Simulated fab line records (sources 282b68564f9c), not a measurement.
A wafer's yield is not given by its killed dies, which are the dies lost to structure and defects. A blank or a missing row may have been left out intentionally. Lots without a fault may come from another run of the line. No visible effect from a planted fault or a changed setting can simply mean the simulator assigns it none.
A struck lot beside a sound one -- flow rit_cmos -- 16 steps out of a route of 202
Sound: wafers L163.2, L163.4, L163.6. Wafers L161.3, L161.5, L161.6 were the ones struck. The cause is given at the end.
Each step with rows lists, per side, the tool, then ch with its chambers, then its first start. Under that, the readings that differ: sound wafers -- struck wafers -- difference of the means -- sigmas: that difference in standard deviations of wafers without a fault.
alike: words and numbers the same on both sides, and readings whose means are apart by under 2 such deviations; not compared: readings that were withheld, readings missing a value for some wafer, numbers with overlapping values and no deviation given by the record, and bounds like >300 which may hide the same value.
Wherever a step has rows on one side only, a row that says differs or no value, or a row with sigmas, the two part there. Numbers that don't overlap but have no deviation are shown without sigmas and don't part them. A reading that every wafer of one side lacks parts them only if that side has two wafers or more.

first, 1 step without rows for these wafers: RIT_ACTIVE_OXIDATION_01 (target thk 46.8 nm, ox time 3360 s).
RIT_ACTIVE_THK_MEAS_02:
  sound on film_metro-02 at day 5 21:04; struck on film_metro-02 at day 5 11:04
  alike: ACTIVE_OXIDE_THK
then, 1 step without rows for these wafers: RIT_ACTIVE_CVD_03 (deposits Si3N4 from SiH2Cl2/NH3, target thk 150 nm, time 1500 s).
RIT_ACTIVE_THK_MEAS_04:
  sound on film_metro-04 at day 5 22:32; struck on film_metro-01 at day 5 12:33
  alike: ACTIVE_NITRIDE_THK
then, 6 steps without rows for these wafers: RIT_ACTIVE_HMDS_05 (prime time 60 s); RIT_ACTIVE_COAT_06 (resist thk 1000 nm); RIT_ACTIVE_SOFTBAKE_07 (time 60 s); RIT_ACTIVE_EXPOSE_08 (exposes mask M1, target cd 1400 nm); RIT_ACTIVE_PEB_09; RIT_ACTIVE_DEVELOP_10 (develop time 50 s).
RIT_ACTIVE_CD_MEAS_11: target cd 1400 nm.
  sound on cd_sem-02 at day 5 23:28; struck on cd_sem-02 at day 5 13:36
  alike: cd_nm
then, 1 step without rows for these wafers: RIT_ACTIVE_HARDBAKE_12 (time 60 s).
RIT_ACTIVE_ETCH_13: etches Si3N4 in SF6, stops on SiO2, time 210 s, target depth 210 nm.
  sound on rie_diel-03 ch 0,2, day 5 23:43; struck on rie_diel-04 ch 1,2, day 5 13:50
  no value came back on the struck wafers for any of 6 readings (SF6_flow_sccm (sccm), chamber_pressure_mTorr (mTorr) and others); on the sound wafers SF6_flow_sccm (sccm) reads 201.3 200.5 200.8
reading,sound,struck,difference,sigmas
model.NOVOLAK_of_ACTIVE_COAT_06.thk_nm (nm),656.8 660.7 659.6,881.9 881.9 882.2,+223.0,
  not compared: rf_hours_counter_h
RIT_ACTIVE_STRIP_14: strips in O2, time 180 s.
  sound on plasma_asher-01 ch 0,1, day 5 23:50; struck on plasma_asher-04 ch 0,1, day 5 14:02
  alike: drypump_motor_current_A
  not compared: rf_hours_counter_h
RIT_ACTIVE_CD_MEAS_90: target cd 1400 nm.
  sound on cd_sem-02 at day 6 00:02; struck on cd_sem-01 at day 5 14:11
reading,sound,struck,difference,sigmas
cd_nm (nm),1393.2 1397.3 1397.0,- - -,no value on the struck wafers,
then, 1 step without rows for these wafers: RIT_ACTIVE_CLEAN_15 (cleans in SC1, time 600 s).

== WHERE THEY PART ==
First at RIT_ACTIVE_ETCH_13; last, within this record, at RIT_ACTIVE_CD_MEAS_90.

WHY: the cause the simulator had injected
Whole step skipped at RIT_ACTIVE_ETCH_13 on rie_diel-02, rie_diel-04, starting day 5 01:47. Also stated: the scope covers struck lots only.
